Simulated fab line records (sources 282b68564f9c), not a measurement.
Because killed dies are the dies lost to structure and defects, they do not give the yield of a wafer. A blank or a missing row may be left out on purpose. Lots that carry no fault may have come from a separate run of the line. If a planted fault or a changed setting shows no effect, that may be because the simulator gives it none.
What tool caused it? | flow rit-cmos | Sampling: 14 lots, 42 wafers, 4 of 202 route steps

== WHAT THE GAUGES READ, wafer by wafer ==
RIT_NWELL_TW_MEAS_10. Usual: for NWELL_TW the level is 2150 and the standard deviation is 30.
lot  | measured    | on            | NWELL_TW       | flag
L593 | day 1 23:05 | film-metro-04 | 2136 2132 2133 |
L597 | day 2 17:47 | film-metro-02 | 2151 2144 2148 |
L598 | day 3 01:59 | film-metro-02 | 2161 2150 2167 |
L599 | day 3 06:05 | film-metro-02 | 2157 2152 2143 |
L600 | day 3 08:55 | film-metro-02 | 2142 2142 2147 |
L601 | day 3 14:38 | film-metro-04 | 2115 2125 2127 |
L602 | day 3 19:44 | film-metro-04 | 2116 2108 2115 |
L604 | day 4 04:03 | film-metro-03 | 2191 2183 2185 |
L605 | day 4 16:06 | film-metro-04 | 2136 2137 2134 |
L608 | day 5 02:52 | film-metro-04 | 2130 2109 2124 |
L612 | day 6 05:51 | film-metro-02 | 2138 2132 2139 |
L614 | day 6 22:35 | film-metro-02 | 2149 2129 2131 |
L615 | day 7 06:53 | film-metro-03 | 2215 2185 2201 |
L616 | day 7 07:19 | film-metro-04 | 2108 2109 2119 |

RIT_FOX2_THK_MEAS_91. Usual: for FIELD_OXIDE_LEFT_2_THK the level is 258 nm and the standard deviation is 5.3.
lot  | measured    | on            | FIELD_OXIDE_LEFT_2_THK (nm) | flag
L593 | day 2 09:52 | film-metro-03 | 255 255 253                 |
L597 | day 3 06:04 | film-metro-04 | 254 262 261                 |
L598 | day 3 13:01 | film-metro-04 | 257 253 258                 |
L599 | day 3 18:22 | film-metro-03 | 260 263 259                 |
L600 | day 3 19:56 | film-metro-03 | 262 261 261                 |
L601 | day 4 01:20 | film-metro-04 | 263 255 262                 |
L602 | day 4 06:29 | film-metro-01 | 265 266 263                 |
L604 | day 4 17:20 | film-metro-04 | 263 260 264                 |
L605 | day 5 03:33 | film-metro-04 | 256 250 251                 |
L608 | day 5 16:01 | film-metro-04 | 268 264 263                 |
L612 | day 7 01:55 | film-metro-04 | 259 255 256                 |
L614 | day 7 12:57 | film-metro-03 | 261 261 251                 |
L615 | day 7 19:40 | film-metro-01 | 254 252 252                 |
L616 | day 7 19:55 | film-metro-03 | 260 262 267                 |

RIT_M1_CD_MEAS_09: target cd 2600 nm. Usual: cd-nm 2599.7 nm, standard deviation 2.8.
lot  | measured    | on        | cd-nm (nm)           | flag
L593 | day 3 09:02 | cd-sem-01 | 2600.6 2598.5 2600.3 |
L597 | day 4 07:49 | cd-sem-01 | 2599.1 2599.5 2598.0 |
L598 | day 4 17:05 | cd-sem-01 | 2598.2 2596.5 2596.8 |
L599 | day 4 19:51 | cd-sem-01 | 2595.3 2596.0 2597.2 |
L600 | day 4 22:14 | cd-sem-01 | 2597.9 2600.5 2601.1 |
L601 | day 5 05:35 | cd-sem-02 | 2595.9 2595.8 2597.1 |
L602 | day 5 09:50 | cd-sem-01 | 2602.6 2600.1 2601.1 |
L604 | day 5 20:49 | cd-sem-02 | 2596.5 2597.0 2597.5 |
L605 | day 6 05:49 | cd-sem-01 | 2600.1 2601.9 2600.2 |
L608 | day 7 07:07 | cd-sem-02 | 2598.0 2596.0 2594.9 |
L612 | day 8 09:41 | cd-sem-01 | 2597.3 2597.4 2599.7 |
L614 | day 8 13:42 | cd-sem-01 | 2600.3 2597.3 2598.8 |
L615 | day 8 23:52 | cd-sem-02 | 2603.1 2601.5 2602.4 |
L616 | day 8 23:37 | cd-sem-02 | 2600.2 2600.0 2599.7 |

== WHAT TOOL EACH LOT RAN ON (gives the tool, then ch and the chambers of the sampled wafers, and finally the start) ==
lot  | RIT_GATE_ETCH_19
L593 | rie-si-01 ch 0,1,2, day 2 14:25
L597 | rie-si-01 ch 0,1,3, day 3 12:41
L598 | rie-si-02 ch 0,1,3, day 3 18:58
L599 | rie-si-01 ch 0,1,3, day 4 00:43
L600 | rie-si-02 ch 1,2, day 4 02:04
L601 | rie-si-01 ch 0,2, day 4 08:37
L602 | rie-si-02 ch 1,2,3, day 4 17:01
L604 | rie-si-02 ch 1,2, day 5 00:17
L605 | rie-si-01 ch 0,1,3, day 5 12:05
L608 | rie-si-02 ch 0,1,2, day 6 04:59
L612 | rie-si-02 ch 1,2,3, day 7 14:13
L614 | rie-si-02 ch 0,1,2, day 7 17:40
L615 | rie-si-01 ch 1,2,3, day 8 04:14
L616 | rie-si-01 ch 1,2,3, day 8 03:57
- RIT_GATE_ETCH_19: etches poly-Si in SF6/CHF3/O2, stops on SiO2, time 165 s, target depth 312.5 nm.

== AS READ BY THE TOOLS THEMSELVES (means over the sampled wafers that have a number; for cases with no such wafer, the mark the record gives instead) ==
RIT_GATE_ETCH_19. Usual: O2_flow_sccm 5.000 sccm, standard deviation 0.015; drypump-motor-current-A 5.54 A, standard deviation 0.28; oes-product-au 0.849 a.u., standard deviation 0.016; throttle-valve-pct 10.24 %, standard deviation 0.06.
lot  | tool      | O2_flow_sccm (sccm) | drypump-motor-current-A (A) | oes-product-au (a.u.) | throttle-valve-pct (%) | flag
L593 | rie-si-01 | 4.994               | 5.73                        | 0.843                 | 10.29                  |
L597 | rie-si-01 | 4.988               | 5.58                        | 0.841                 | 10.23                  |
L598 | rie-si-02 | 5.002               | 5.58                        | 0.844                 | 10.22                  |
L599 | rie-si-01 | 4.995               | 5.59                        | 0.847                 | 10.23                  |
L600 | rie-si-02 | 5.004               | 5.39                        | 0.864                 | 10.20                  |
L601 | rie-si-01 | 5.009               | 5.83                        | 0.840                 | 10.27                  |
L602 | rie-si-02 | 4.994               | 5.51                        | 0.848                 | 10.21                  |
L604 | rie-si-02 | 5.001               | 5.69                        | 0.860                 | 10.19                  |
L605 | rie-si-01 | 5.005               | 5.59                        | 0.837                 | 10.23                  |
L608 | rie-si-02 | 5.002               | 5.47                        | 0.854                 | 10.22                  |
L612 | rie-si-02 | 5.003               | 5.52                        | 0.862                 | 10.22                  |
L614 | rie-si-02 | 5.000               | 5.47                        | 0.855                 | 10.19                  |
L615 | rie-si-01 | 4.993               | 5.55                        | 0.851                 | 10.25                  |
L616 | rie-si-01 | 5.012               | 5.54                        | 0.863                 | 10.24                  |

== THE ANSWER, worked out from the rows above alone ==
Rule: a lot is off if the mean of its wafers that have a number lies more than 3 standard deviations from the usual mean. A lot without any number at a reading at which 4 lots or more have one is off too. Any other lot the step has rows for is counted as sound. The gauges are gone through in route order, then the tools' own readings, and for those a lot's mean is taken as printed above. At the first step where some lot is off, the reading lying furthest off is the one used; lots without a number count as furthest.
No lot is off at any reading shown: from this, nothing can be told.

== WHAT THE SIMULATOR PUT IN ==
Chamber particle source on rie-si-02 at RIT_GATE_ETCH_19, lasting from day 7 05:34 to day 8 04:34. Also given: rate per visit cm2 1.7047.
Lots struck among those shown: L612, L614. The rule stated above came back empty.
